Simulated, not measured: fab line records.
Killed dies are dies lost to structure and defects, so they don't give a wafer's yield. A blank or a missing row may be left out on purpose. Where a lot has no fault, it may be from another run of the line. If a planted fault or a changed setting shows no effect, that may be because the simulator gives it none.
Matching of chambers	flow berkeley cmos170	UCB170_GATE_ETCH_15 on rie si-01 has 4 sister chambers
The step etches poly-Si in HBr/Cl2, stops on SiO2, time 56.3 s, target depth 278.2 nm. 7 wafers are shown with their chamber, then 7 later ones without.

## WAFERS WITH THEIR CHAMBER
wafer	chamber	throttle valve pct (%)	drypump motor current A (A)
L399.4	3	26.85	6.5
L399.6	3	26.85	6.4
L401.2	0	26.49	6.1
L401.3	2	26.55	6.1
L401.6	2	26.55	6.1
L411.3	1	26.55	5.3
L411.4	0	26.47	6.0

## WAFERS WHOSE CHAMBER IS MISSING
wafer	throttle valve pct (%)	drypump motor current A (A)
L411.5	26.55	5.3
L413.2	26.48	6.1
L413.4	26.83	6.5
L413.5	26.53	6.2
L415.3	26.47	6.1
L415.4	26.54	6.1
L415.6	26.53	6.1

## THE CHAMBER EACH PASSED THROUGH
wafer	from the rows above	in truth
L411.5	1	1
L413.2	0	0
L413.4	3	3
L413.5	2	2
L415.3	0	0
L415.4	2	2
L415.6	2	2
Correct placement for 7 of the 7. Can't be placed from these rows: 0. 0 placed wrongly.
How it was worked out, from the rows above alone: a wafer's distance from a chamber is the root of the sum, over the readings, of the square of ((its reading less the chamber's mean) divided by the reading's scatter). The wafer belongs to the nearest chamber; if the next one is less than 2 further off, it can't be placed. For every chamber, the mean is computed from those of its wafers that are shown. The scatter is the square root of a quotient: the sum, over the shown wafers, of each reading's squared deviation from its chamber's mean, divided by wafers minus chambers.
